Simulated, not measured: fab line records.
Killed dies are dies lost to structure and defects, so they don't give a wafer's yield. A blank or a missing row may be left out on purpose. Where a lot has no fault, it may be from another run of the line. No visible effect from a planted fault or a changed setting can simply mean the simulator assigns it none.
One fault through the eyes of 2 desks || flow rit-cmos || only its own numbers are on each desk; what lay behind them is given at the end

AT THE METROLOGY DESK
What the gauges read for every lot (on any tool): the sampled wafers with a number, averaged. Marked OUT: a lot whose mean sits more than 4 standard deviations from the usual mean, which makes it out of limits; the brackets give that distance.
Columns: A = GATE_OVL at RIT_GATE_OVL_MEAS_17, usual -0.9 nm
{"lot": "L246", "first seen here": "day 2 18:18", "A": 0.6}
{"lot": "L247", "first seen here": "day 3 04:08", "A": -1.6}
{"lot": "L248", "first seen here": "day 3 07:55", "A": 0.3}
{"lot": "L249", "first seen here": "day 3 13:54", "A": -0.8}
{"lot": "L250", "first seen here": "day 3 19:58", "A": -1.5}
{"lot": "L251", "first seen here": "day 4 01:13", "A": 0.9}
{"lot": "L252", "first seen here": "day 4 07:39", "A": -0.2}
{"lot": "L254", "first seen here": "day 4 15:37", "A": -1.9}
{"lot": "L255", "first seen here": "day 4 21:49", "A": 0.3}
{"lot": "L256", "first seen here": "day 5 01:17", "A": -0.5}
{"lot": "L257", "first seen here": "day 5 05:16", "A": -0.6}
{"lot": "L259", "first seen here": "day 5 14:42", "A": "128.8 (+99 or more) OUT"}
{"lot": "L261", "first seen here": "day 5 22:28", "A": "128.7 (+99 or more) OUT"}
{"lot": "L262", "first seen here": "day 6 06:04", "A": "129.1 (+99 or more) OUT"}
{"lot": "L263", "first seen here": "day 6 09:05", "A": "128.4 (+99 or more) OUT"}
{"lot": "L268", "first seen here": "day 7 12:37", "A": -0.6}
This desk's result: L259, L261, L262, L263 out of limits, first on L259 (GATE_OVL at RIT_GATE_OVL_MEAS_17), day 5 14:42. Within limits: L246, L247, L248, L249, L250, L251, L252, L254, L255, L256, L257, L268.

FOR THE TOOL OWNER'S DESK: iline-stepper-01
The tool's own readings at RIT_GATE_EXPOSE_13 (exposes mask M6, target cd 150 nm): means of the sampled wafers that have a number, for each lot that ran on this tool. Marked OUT: a lot whose mean sits more than 4 standard deviations from the usual mean, which makes it out of limits; the brackets give that distance.
Columns: A = reticle-temp-C at RIT_GATE_EXPOSE_13, usual 23.02 C
{"lot": "L246", "first seen here": "day 2 17:34", "A": 23.05}
{"lot": "L249", "first seen here": "day 3 13:16", "A": 22.94}
{"lot": "L250", "first seen here": "day 3 19:20", "A": 23.16}
{"lot": "L252", "first seen here": "day 4 07:10", "A": 23.05}
{"lot": "L254", "first seen here": "day 4 15:05", "A": 22.89}
{"lot": "L255", "first seen here": "day 4 21:16", "A": 22.92}
{"lot": "L257", "first seen here": "day 5 04:45", "A": 23.14}
{"lot": "L259", "first seen here": "day 5 14:11", "A": 23.09}
{"lot": "L261", "first seen here": "day 5 21:59", "A": 22.99}
{"lot": "L262", "first seen here": "day 6 05:32", "A": 22.96}
{"lot": "L263", "first seen here": "day 6 08:34", "A": 23.13}
Result from this desk: across the 11 lots, nothing is out of limits.

PUT TOGETHER
On L259, L261, L262, L263, the metrology desk was in a position to raise an alarm at day 5 14:42.
The tool owner's desk saw nothing out of limits.
The tool owner's desk has L259, L261, L262, L263 on record, within its limits.
Of the lots named, all ran RIT_GATE_EXPOSE_13 on iline-stepper-01.

WHAT THE SIMULATOR PUT IN
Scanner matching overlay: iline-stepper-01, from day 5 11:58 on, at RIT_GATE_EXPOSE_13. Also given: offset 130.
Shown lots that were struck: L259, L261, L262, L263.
Time in hours between the start of the fault and the first out-of-limits reading at each desk: metrology desk, 3.
